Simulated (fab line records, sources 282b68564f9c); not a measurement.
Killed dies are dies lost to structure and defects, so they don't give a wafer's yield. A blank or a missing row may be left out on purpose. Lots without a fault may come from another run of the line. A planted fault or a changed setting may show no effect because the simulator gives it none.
fab line records | flow rit_cmos
record lots=6 wafers=18 last_day=7
route steps=202 shown PRETRO@69 GATE@75 FOX2@80 M1@202
lots that met no fault: from a run of the same line without faults
start_h: hours from the record's first day to the start of the lot's first wafer shown | wait_h: hours since the lot's step before | " the same as in the row above | L1.1+2: a row that stands for several wafers | - no value, or no start given | * or withheld: withheld | < > ~ a bound
route shown NAME@n: a module of which the file shows steps, and the number in the route of the first | usual: mean/standard deviation of fault-free wafers | same: alike in all rows | chamber/n: place in a boat | sites: the reading at each site | _std_site: their standard deviation | _edge_site: outer sites' mean less inner sites' | radius_mm: how far each site lies from the wafer's centre | mask NAME#n: copy n | behind: the tool/chamber that last shaped the wafer | hold: why the lot was held/for how many hours/how that ended | device: the transistor (n, p or np) that didn't switch | end of line: the same wafers' tests at the end of the route | a step without rows: its recipe alone | killed: dies lost to structure and defects at the first sort, not the wafer's yield | map: a wafer's dies, x killed, . not, _ none there
set.NAME: the setting as run; set.NAME@STEP: as run at that earlier step | model.NAME: the simulator's own value behind a step, which no gauge read
lots at some steps of the route; a table a step, a row a wafer
services: from which hour (start_h, from the record's first day; less than 0 if before it) a tool's chamber was out of use, for how many hours, and why
## steps
# step RIT_PRETRO_DEVELOP_05
# recipe resist=NOVOLAK develop_time_s=68 dev_temp_c=23
# step RIT_PRETRO_OVL_MEAS_06
# usual PRETRO_OVL=-0.9/1.2
# columns lot.wafer tool chamber start_h wait_h PRETRO_OVL[nm]
L650.2 overlay-02 - 46.50 - -1.2
L650.3 " - " " -2.4
L650.6 " - " " -2.8
L653.1 overlay-02 - 60.64 - -1.7
L653.3 " - " " -0.1
L653.5 " - " " 0.4
L658.2 overlay-02 - 85.73 - 1.1
L658.3 " - " " 0.8
L658.6 " - " " 0.5
L662.1 overlay-01 - 108.03 - -0.2
L662.5 " - " " -0.2
L662.6 " - " " 0.5
L664.2 overlay-01 - 117.17 - -0.6
L664.3 " - " " -0.1
L664.4 " - " " -0.3
L668.3 overlay-01 - 137.58 - -3.1
L668.5 " - " " -2.5
L668.6 " - " " -1.6
# step RIT_PRETRO_HARDBAKE_07
# recipe resist=NOVOLAK temp_c=140 time_s=120
# step RIT_PRETRO_IMPLANT_08
# recipe species=B energy_kev=45 dose_cm2=1.2e+13 tilt_deg=7
# step RIT_PRETRO_STRIP_09
# recipe chemistry=O2 time_s=180 resist=NOVOLAK platen_temp_c=withheld power_w=500 pressure_mtorr=4000 o2_flow_sccm=4000
# usual drypump_motor_current_A=5.6/0.63
# columns lot.wafer tool chamber start_h wait_h drypump_motor_current_A rf_hours_counter_h
L650.2 plasma_asher-03 0 46.93 0.1 5.5 27
L650.3 " 0 " " 5.5 -
L650.6 " 0 " " 5.5 -
L653.1 plasma_asher-03 0 61.08 0.1 5.5 29
L653.3 " 0 " " 5.5 -
L653.5 " 0 " " 5.5 -
L658.2 plasma_asher-03 0 86.16 0.1 5.5 31
L658.3 " 1 " " 5.5 -
L658.6 " 1 " " 5.5 -
L662.1 plasma_asher-01 1 108.46 0.1 5.0 44
L662.5 " 0 " " 6.5 -
L662.6 " 1 " " 5.0 -
L664.2 plasma_asher-01 0 117.60 0.1 6.5 45
L664.3 " 0 " " 6.5 -
L664.4 " 1 " " 5.0 -
L668.3 plasma_asher-01 0 138.06 0.1 6.5 -
L668.5 " 0 " " 6.5 -
L668.6 " 1 " " 5.0 -
# step RIT_PRETRO_TW_MEAS_10
# usual PRETRO_TW=474.7/2.9
# columns lot.wafer tool chamber start_h wait_h PRETRO_TW
L650.2 film_metro-03 - 47.11 0.1 475.8
L650.3 " - " " 474.7
L650.6 " - " " 472.9
L653.1 film_metro-01 - 61.26 0.1 469.8
L653.3 " - " " 471.4
L653.5 " - " " 471.5
L658.2 film_metro-04 - 86.34 0.1 477.4
L658.3 " - " " 479.0
L658.6 " - " " 479.2
L662.1 film_metro-04 - 108.64 0.1 475.8
L662.5 " - " " 479.1
L662.6 " - " " 478.3
L664.2 film_metro-03 - 117.79 0.1 475.2
L664.3 " - " " 474.1
L664.4 " - " " 474.3
L668.3 film_metro-01 - 138.20 0.1 473.3
L668.5 " - " " 474.2
L668.6 " - " " 478.0
# step RIT_GATE_WET_ETCH_00
# recipe chemistry=BOE target=SiO2 target_depth_nm=56 time_s=60 dry=n2_spin dilution=10:1 temp_c=21.5
# step RIT_GATE_CLEAN_01
# recipe chemistry=SC1 mix=3:3:50 time_s=600 temp_c=75
# step RIT_GATE_CLEAN_02
# recipe chemistry=dHF dilution=50:1 time_s=30
# step RIT_GATE_CLEAN_03
# recipe chemistry=SC2 mix=3:3:50 time_s=600 temp_c=75 dry=n2_spin
# step RIT_GATE_CLEAN_04
# recipe chemistry=dHF dilution=50:1 time_s=60 dry=n2_spin
# step RIT_FOX2_THK_MEAS_91
# recipe reads=SiO2_of_FOX2_OXIDATION_00
# usual FIELD_OXIDE_LEFT_2_THK=256/6.3
# columns lot.wafer tool chamber start_h wait_h FIELD_OXIDE_LEFT_2_THK[nm]
L650.2 film_metro-02 - 47.59 0.0 258
L650.3 " - " " 257
L650.6 " - " " 255
L653.1 film_metro-02 - 61.73 0.0 252
L653.3 " - " " 253
L653.5 " - " " 253
L658.2 film_metro-01 - 86.82 0.0 244
L658.3 " - " " 248
L658.6 " - " " 248
L662.1 film_metro-02 - 109.12 0.0 270
L662.5 " - " " 270
L662.6 " - " " 277
L664.2 film_metro-03 - 118.27 0.0 260
L664.3 " - " " 267
L664.4 " - " " 267
L668.3 film_metro-01 - 138.67 0.0 262
L668.5 " - " " 265
L668.6 " - " " 266
# step RIT_GATE_OXIDATION_05
# recipe temp_c=900 ambient=O2 target_thk_a=30 ox_time_s=270
# usual ox_temp_c=900.0/0.39 ox_temp_c_max=904.2/1.6 ox_time_s=270/0 spike_tc_source_C=924.5/2.1 tube_center_temp_C_max=902.3/0.39 zone_power_source_pct=26.6/0.98
# columns lot.wafer tool chamber start_h wait_h ox_temp_c ox_temp_c_max ox_time_s spike_tc_source_C tube_center_temp_C_max zone_power_source_pct model.SiO2_of_GATE_OXIDATION_05.thk_nm
L650.2 furnace-03 0 47.96 0.4 899.6 902.2 270 924.6 901.6 26.8 2.975
L650.3 " 0 " " 899.6 901.3 270 925.3 902.2 26.5 2.923
L650.6 " 0 " " 900.1 902.2 270 923.8 902.1 26.9 2.94
L653.1 furnace-01 0 61.79 0.1 899.4 902.7 270 921.0 902.3 25.5 2.828
L653.3 " 0 " " 899.6 904.8 270 923.1 902.4 25.0 2.872
L653.5 " 0 " " 900.2 904.5 270 922.0 902.2 25.6 2.884
L658.2 furnace-01 0 87.05 0.2 900.0 905.4 405 921.8 902.0 25.3 3.992
L658.3 " 0 " " 900.1 905.3 405 921.2 902.2 25.3 3.967
L658.6 " 0 " " 900.4 903.7 405 921.6 902.4 25.4 4.018
L662.1 furnace-01 0 109.18 0.1 900.5 905.5 405 920.1 903.0 25.2 4.006
L662.5 " 0 " " 899.8 904.9 405 922.7 902.1 25.4 4.032
L662.6 " 0 " " 900.0 904.3 405 923.2 903.4 25.0 4.008
L664.2 furnace-02 0 118.52 0.2 899.7 906.1 270 925.6 902.2 27.8 2.926
L664.3 " 0 " " 899.8 904.8 270 925.0 902.6 27.8 2.946
L664.4 " 0 " " 899.1 903.1 270 926.7 902.7 27.3 2.975
L668.3 furnace-03 0 138.71 0.0 900.2 902.6 270 924.8 902.1 26.0 2.93
L668.5 " 0 " " 899.3 901.4 270 925.0 902.0 26.7 2.926
L668.6 " 0 " " 899.6 902.1 270 926.2 902.5 26.9 2.922
# step RIT_GATE_ANNEAL_06
# recipe temp_c=900 time_s=600 ambient=N2O
# step RIT_GATE_THK_MEAS_07
# recipe reads=SiO2_of_GATE_OXIDATION_05
# usual GATE_OXIDE_THK=2.97/0.058
# columns lot.wafer tool chamber start_h wait_h GATE_OXIDE_THK[nm]
L650.2 film_metro-03 - 49.30 0.0 2.96
L650.3 " - " " 2.95
L650.6 " - " " 2.96
L653.1 film_metro-03 - 63.12 0.0 2.86
L653.3 " - " " 2.82
L653.5 " - " " 2.91
L658.2 film_metro-01 - 89.42 0.0 4.01
L658.3 " - " " 3.98
L658.6 " - " " 4.01
L662.1 film_metro-01 - 112.21 0.0 4.04
L662.5 " - " " 4.08
L662.6 " - " " 4.03
L664.2 film_metro-02 - 119.86 0.0 2.99
L664.3 " - " " 2.94
L664.4 " - " " 3.02
L668.3 film_metro-01 - 140.06 0.0 2.90
L668.5 " - " " 2.97
L668.6 " - " " 2.90
# step RIT_GATE_CVD_08
# recipe material=poly-Si target_thk_nm=250 temp_c=610 precursor=SiH4 time_s=2220 pressure_mtorr=300 sih4_flow_sccm=100
# step RIT_M1_PROBE_99
# usual killed_at_contacts=0.0/0.22 killed_at_front_end=7/3.1 killed_dies=7/3.1 killed_open=3.5/2.2 killed_short=3.3/1.9
# same gross_dies=264 killed_at_M0_to_M3=0 killed_at_M4_up=0 killed_at_back_side=0 killed_at_other=0
# columns lot.wafer tool chamber start_h wait_h killed_at_contacts killed_at_front_end killed_dies killed_open killed_short model.etest.pmos_0p3.r_on_ohm_um model.etest.pmos_turned.r_on_ohm_um model.etest.pmos_0p15.r_on_ohm_um model.etest.nmos_0p3.r_on_ohm_um model.etest.nmos_0p15.r_on_ohm_um model.etest.nmos_0p15.drive_ua_um model.etest.nmos_narrow.drive_ua_um model.etest.nmos_0p3.drive_ua_um
L650.2 prober-01 - 73.07 0.1 0 8 8 4 4 6276 3526 2829 2144 1127 467.2 226.6 228.3
L650.3 prober-01 - 73.12 0.2 0 7 7 6 1 6115 3405 2746 2111 1103 478 231 232.7
L650.6 prober-01 - 73.27 0.2 0 4 4 2 2 6193 3423 2788 2135 1127 471.8 228.8 230
L653.1 prober-01 - 88.63 0.1 0 9 9 5 4 5986 3338 2643 2062 1079 508 245 242.7
L653.3 prober-01 - 88.73 0.2 0 9 9 5 4 6060 3438 2730 2097 1118 485.7 239.5 238.7
L653.5 prober-01 - 88.83 0.2 0 9 9 3 6 6045 3340 2636 2090 1100 494.7 232.1 238.2
L658.2 prober-02 - 113.88 0.1 0 7 7 5 2 8048 4036 3251 2660 1268 371.2 150.8 153.3
L658.3 prober-02 - 113.93 0.2 0 5 5 3 2 7868 3957 3182 2628 1261 376.5 156.3 157.2
L658.6 prober-02 - 114.08 0.2 0 7 7 5 2 7984 3934 3134 2647 1238 380.6 151.2 152.7
L662.1 prober-02 - 135.13 0.1 0 4 4 3 1 8038 3992 3236 2626 1240 378.6 152.1 155.3
L662.5 prober-02 - 135.33 0.2 0 8 8 2 6 8166 4062 3321 2642 1269 372.8 152.2 153.7
L662.6 prober-02 - 135.38 0.2 1 3 4 0 4 8100 3987 3258 2636 1252 378.8 153.1 156.2
L664.2 prober-02 - 143.41 0.1 0 4 4 2 2 6303 3589 2885 2151 1147 454.7 221.7 227.9
L664.3 prober-02 - 143.46 0.2 0 8 8 5 3 6175 3457 2757 2115 1103 467.2 218.3 230
L664.4 prober-02 - 143.51 0.2 0 6 6 4 2 6336 3579 2885 2167 1155 455.8 217.2 225.2
L668.3 prober-02 - 163.75 0.2 0 24 24 13 11 6090 3282 2652 2055 1082 481.5 230.8 233.2
L668.5 prober-02 - 163.85 0.2 0 17 17 12 5 6042 3228 2646 2095 1088 480.9 229.6 233.1
L668.6 prober-02 - 163.90 0.2 0 14 14 5 9 6119 3268 2660 2095 1093 484.1 230.4 233.9
# killed by level:class
L650.2 GATE:geometric_particle:short=2 FOX1:geometric_particle:open=1 FOX1:geometric_particle:short=1 GATE:geometric_particle:open=1 REOX:geometric_particle:open=1 REOX:geometric_particle:short=1 SPACER:geometric_particle:open=1
L650.3 GATE:geometric_particle:open=2 REOX:geometric_particle:open=2 FOX1:geometric_particle:open=1 FOX2:geometric_particle:open=1 GATE:geometric_particle:short=1
L650.6 ACTIVE:geometric_particle:open=1 FOX2:geometric_particle:open=1 GATE:geometric_particle:short=1 REOX:geometric_particle:short=1
L653.1 GATE:geometric_particle:short=2 GATE:geometric_particle:open=2 SILICIDE:geometric_particle:open=2 FOX2:geometric_particle:short=1 REOX:geometric_particle:open=1 SILICIDE:geometric_particle:short=1
L653.3 GATE:geometric_particle:open=2 GATE:geometric_particle:short=2 FOX2:geometric_particle:open=1 REOX:geometric_particle:open=1 SPACER:geometric_particle:open=1 SPACER:geometric_particle:short=1 SILICIDE:geometric_particle:short=1
L653.5 FOX2:geometric_particle:short=3 GATE:geometric_particle:open=3 FOX1:geometric_particle:short=1 GATE:geometric_particle:short=1 REOX:geometric_particle:short=1
L658.2 GATE:geometric_particle:open=2 FOX2:geometric_particle:open=1 GATE:geometric_particle:short=1 REOX:geometric_particle:open=1 REOX:geometric_particle:short=1 SPACER:geometric_particle:open=1
L658.3 GATE:geometric_particle:open=2 FOX2:geometric_particle:short=1 REOX:geometric_particle:open=1 SILICIDE:geometric_particle:short=1
L658.6 GATE:geometric_particle:open=2 GATE:geometric_particle:short=2 REOX:geometric_particle:open=2 FOX2:geometric_particle:open=1
L662.1 FOX1:geometric_particle:open=1 GATE:geometric_particle:open=1 GATE:geometric_particle:short=1 SILICIDE:geometric_particle:open=1
L662.5 GATE:geometric_particle:short=4 FOX1:geometric_particle:short=1 FOX1:geometric_particle:open=1 SPACER:geometric_particle:open=1 SILICIDE:geometric_particle:short=1
L662.6 GATE:geometric_particle:short=1 SPACER:geometric_particle:short=1 SILICIDE:geometric_particle:short=1 CONTACT:geometric_particle:short=1
L664.2 FOX1:geometric_particle:open=1 FOX1:geometric_particle:short=1 SPACER:geometric_particle:short=1 SILICIDE:geometric_particle:open=1
L664.3 GATE:geometric_particle:short=3 REOX:geometric_particle:open=2 FOX1:geometric_particle:open=1 GATE:geometric_particle:open=1 SILICIDE:geometric_particle:open=1
L664.4 GATE:geometric_particle:open=2 REOX:geometric_particle:short=2 FOX1:geometric_particle:open=1 SPACER:geometric_particle:open=1
L668.3 SPACER:geometric_particle:open=6 GATE:geometric_particle:short=5 SPACER:geometric_particle:short=3 FOX1:geometric_particle:open=2 GATE:geometric_particle:open=2 REOX:geometric_particle:open=2 ACTIVE:geometric_particle:open=1 FOX1:geometric_particle:short=1
L668.5 FOX1:geometric_particle:open=4 GATE:geometric_particle:open=4 REOX:geometric_particle:short=3 GATE:geometric_particle:short=2 REOX:geometric_particle:open=2 FOX2:geometric_particle:open=1 SPACER:geometric_particle:open=1
L668.6 GATE:geometric_particle:short=6 GATE:geometric_particle:open=3 FOX1:geometric_particle:short=1 REOX:geometric_particle:open=1 REOX:geometric_particle:short=1 SPACER:geometric_particle:short=1 SPACER:geometric_particle:open=1
## services
# columns tool chamber start_h hours kind
furnace-01 - 36.99 2.8 pm
plasma_asher-03 - 114.53 2.8 pm
## key
first_sign step=RIT_GATE_OXIDATION_05 reading=ox_time_s direction=up sigmas=99+ usual=* struck=*
effect step=RIT_GATE_THK_MEAS_07 reading=GATE_OXIDE_THK direction=up sigmas=18 usual=2.97 struck=4.02
model_effect step=RIT_GATE_OXIDATION_05 value=SiO2_of_GATE_OXIDATION_05.thk_nm without=2.916 struck=4.004
model_effect step=RIT_M1_PROBE_99 value=etest.pmos_0p3.r_on_ohm_um without=6109 struck=8034
met_at RIT_GATE_OXIDATION_05
struck_wafers L658.2,L658.3,L658.6,L662.1,L662.5,L662.6
tester_left_out L658,L662
onset_between 61.79 87.05
fault kind=process_parameter_drift tool=furnace-01 chamber=- onset_h=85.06 steps=RIT_GATE_OXIDATION_05 channel=ox_time_s offset=* shape=step end_h=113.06 acts_in=* stated=*
# tester_left_out: of these lots the tester's yield and bins aren't shown, on N5 and GAA mostly nor the transistor test; their killed dies are dies lost to structure and defects alone, not to doping, threshold or leakage, so they don't give the yield
